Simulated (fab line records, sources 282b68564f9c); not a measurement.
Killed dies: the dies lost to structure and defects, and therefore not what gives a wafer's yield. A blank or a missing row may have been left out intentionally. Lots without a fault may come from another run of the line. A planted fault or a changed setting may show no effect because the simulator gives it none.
fab line records ; flow rit-cmos
record: lots: 14; wafers: 42; last-day: 7
route steps=202 shown NWELL@36 M1@202
lots that met no fault: from a run of the same line without faults
start-h: start of the lot's first displayed wafer, in hours after the record's first day ; wait-h: time in hours since the lot's previous step ; " unchanged from the row above ; L1.1+2: one row covering several wafers at once ; - no value present, or no start provided ; * or withheld: withheld ; < > ~ a bound
route shown NAME@n: a module of which the file shows steps, and the number in the route of the first ; usual: the fault-free wafers' mean and standard deviation ; same: alike in all rows ; chamber/n: place in a boat ; sites: per-site readings ; _std_site: standard deviation across them ; _edge_site: mean of outer sites minus mean of inner sites ; radius-mm: for every site, how far away it sits from the centre of the wafer ; mask NAME#n: copy n ; behind: tool/chamber where the wafer was last shaped ; hold: why the lot went on hold/how many hours it stayed there/how the hold came to an end ; device: transistor that didn't switch, given as n, p or np ; end of line: the route-end tests of the same wafers ; a step without rows: its recipe alone ; killed: count of dies lost to structure and defects at first sort (not the wafer's yield) ; map: dies across one wafer; x = killed, . = not, _ = none there
set.NAME: the run value of the setting; set.NAME@STEP: its run value at that earlier step ; model.NAME: the simulator's own value behind a step, which no gauge read
steps of the route over a sample of lots; a table a step, a row a wafer
services: when a tool's chamber went out of use (start-h, in hours from the record's first day, below 0 if earlier), for how many hours, and the reason
== steps ==
step: RIT_NWELL_IMPLANT_08
recipe: species: P; energy-kev: 170; dose-cm2: 5e+13; tilt-deg: 7
usual: beam-energy-keV: 170.00/0.057; beam-on-s: 10.00/0.18
lot.wafer;tool;chamber;start-h;wait-h;beam-energy-keV;beam-on-s
L509.3;implanter-04;0;30.63;0.2;170.01;10.11
L509.5;implanter-04;0;30.63;0.2;170.01;10.06
L509.6;implanter-04;0;30.63;0.2;170.01;10.01
L510.1;implanter-02;0;37.82;0.2;170.03;9.76
L510.3;implanter-02;0;37.82;0.2;170.04;9.89
L510.6;implanter-02;0;37.82;0.2;169.93;10.26
L511.2;implanter-02;0;47.32;0.2;169.90;9.77
L511.3;implanter-02;0;47.32;0.2;170.02;10.35
L511.4;implanter-02;0;47.32;0.2;170.01;10.14
L512.1;implanter-04;0;47.53;0.2;169.96;9.89
L512.5;implanter-04;0;47.53;0.2;170.06;9.98
L512.6;implanter-04;0;47.53;0.2;169.98;10.00
L514.1;implanter-04;0;53.85;0.2;169.99;9.80
L514.2;implanter-04;0;53.85;0.2;170.11;10.06
L514.6;implanter-04;0;53.85;0.2;170.01;10.31
L516.3;implanter-01;0;58.51;0.2;169.97;9.66
L516.4;implanter-01;0;58.51;0.2;169.93;9.98
L516.5;implanter-01;0;58.51;0.2;169.96;9.58
L515.2;implanter-04;0;58.74;0.2;170.04;9.76
L515.3;implanter-04;0;58.74;0.2;170.04;9.93
L515.5;implanter-04;0;58.74;0.2;170.13;9.83
L517.1;implanter-01;0;66.59;0.2;170.06;10.08
L517.5;implanter-01;0;66.59;0.2;170.00;10.05
L517.6;implanter-01;0;66.59;0.2;170.04;10.26
L519.2;implanter-02;0;71.90;0.2;169.92;10.06
L519.3;implanter-02;0;71.90;0.2;169.98;10.35
L519.5;implanter-02;0;71.90;0.2;169.89;10.07
L523.3;implanter-01;0;93.56;0.2;169.97;10.11
L523.4;implanter-01;0;93.56;0.2;170.08;9.96
L523.6;implanter-01;0;93.56;0.2;170.00;10.04
L527.1;implanter-04;0;116.36;0.2;170.00;10.01
L527.3;implanter-04;0;116.36;0.2;170.02;10.11
L527.6;implanter-04;0;116.36;0.2;169.97;10.17
L528.2;implanter-04;0;118.50;0.2;163.56;9.91
L528.4;implanter-04;0;118.50;0.2;163.52;9.66
L528.5;implanter-04;0;118.50;0.2;163.61;9.93
L530.1;implanter-04;0;133.25;0.2;163.46;10.48
L530.4;implanter-04;0;133.25;0.2;163.44;10.35
L530.6;implanter-04;0;133.25;0.2;163.60;10.05
L531.1;implanter-01;0;134.69;0.2;170.12;10.00
L531.2;implanter-01;0;134.69;0.2;170.02;10.04
L531.6;implanter-01;0;134.69;0.2;170.03;10.13
step: RIT_M1_PROBE_99
usual: killed_at_M0_to_M3: 0.0/0.14; killed-at-front-end: 7.3/2.8; killed-dies: 7.3/2.8; killed-open: 3.8/1.9; killed-short: 3.5/1.8
same: gross-dies: 264; killed_at_M4_up: 0; killed-at-back-side: 0; killed-at-contacts: 0; killed-at-other: 0
lot.wafer;tool;chamber;start-h;wait-h;killed_at_M0_to_M3;killed-at-front-end;killed-dies;killed-open;killed-short
L516.3;prober-01;-;101.03;0.2;0;7;7;4;3
L516.4;prober-01;-;101.08;0.2;0;8;8;3;5
L516.5;prober-01;-;101.13;0.2;0;4;4;3;1
L531.1;prober-01;-;173.85;0.1;0;8;8;5;3
L531.2;prober-01;-;173.90;0.1;0;13;13;6;7
L531.6;prober-01;-;174.10;0.2;0;16;16;8;8
killed by level:class
L516.3 REOX:geometric-particle:open=2 FOX1:geometric-particle:open=1 FOX1:geometric-particle:short=1 FOX2:geometric-particle:short=1 GATE:geometric-particle:open=1 SPACER:geometric-particle:short=1
L516.4 FOX1:geometric-particle:short=3 FOX1:geometric-particle:open=1 GATE:geometric-particle:short=1 REOX:geometric-particle:open=1 SILICIDE:geometric-particle:open=1 SILICIDE:geometric-particle:short=1
L516.5 SILICIDE:geometric-particle:open=2 FOX1:geometric-particle:open=1 REOX:geometric-particle:short=1
L531.1 GATE:geometric-particle:open=2 REOX:geometric-particle:open=2 FOX1:geometric-particle:short=1 FOX2:geometric-particle:open=1 FOX2:geometric-particle:short=1 SILICIDE:geometric-particle:short=1
L531.2 GATE:geometric-particle:short=4 FOX1:geometric-particle:short=2 FOX2:geometric-particle:open=2 GATE:geometric-particle:open=2 REOX:geometric-particle:short=1 SPACER:geometric-particle:open=1 SILICIDE:geometric-particle:open=1
L531.6 GATE:geometric-particle:short=4 SPACER:geometric-particle:short=3 FOX1:geometric-particle:open=2 GATE:geometric-particle:open=2 FOX1:geometric-particle:short=1 FOX2:geometric-particle:open=1 REOX:geometric-particle:open=1 SPACER:geometric-particle:open=1
== services ==
tool;chamber;start-h;hours;kind
implanter-02;-;27.14;9.0;pm
implanter-02;-;79.65;3.0;pm
implanter-01;-;89.92;3.4;repair
== key ==
first-sign: step: RIT_NWELL_IMPLANT_08; reading: beam-energy-keV; direction: down; sigmas: 99+; usual: 170.00; struck: 163.53
effect none on later readings
met-at RIT_NWELL_IMPLANT_08
struck-lots L528,L530
tester-left-out L528,L530
onset-between 116.36 118.50
fault: kind: process-parameter-drift; tool: implanter-04; chamber: -; onset-h: 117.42; steps: RIT_NWELL_IMPLANT_08; channel: energy-kev; offset: -6.4991; shape: step; end-h: 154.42; acts-in: these-recipes-only; stated: 170
tester-left-out: of these lots the tester's yield and bins aren't shown, on N5 and GAA mostly nor the transistor test; their killed dies are dies lost to structure and defects alone, not to doping, threshold or leakage, so they don't give the yield
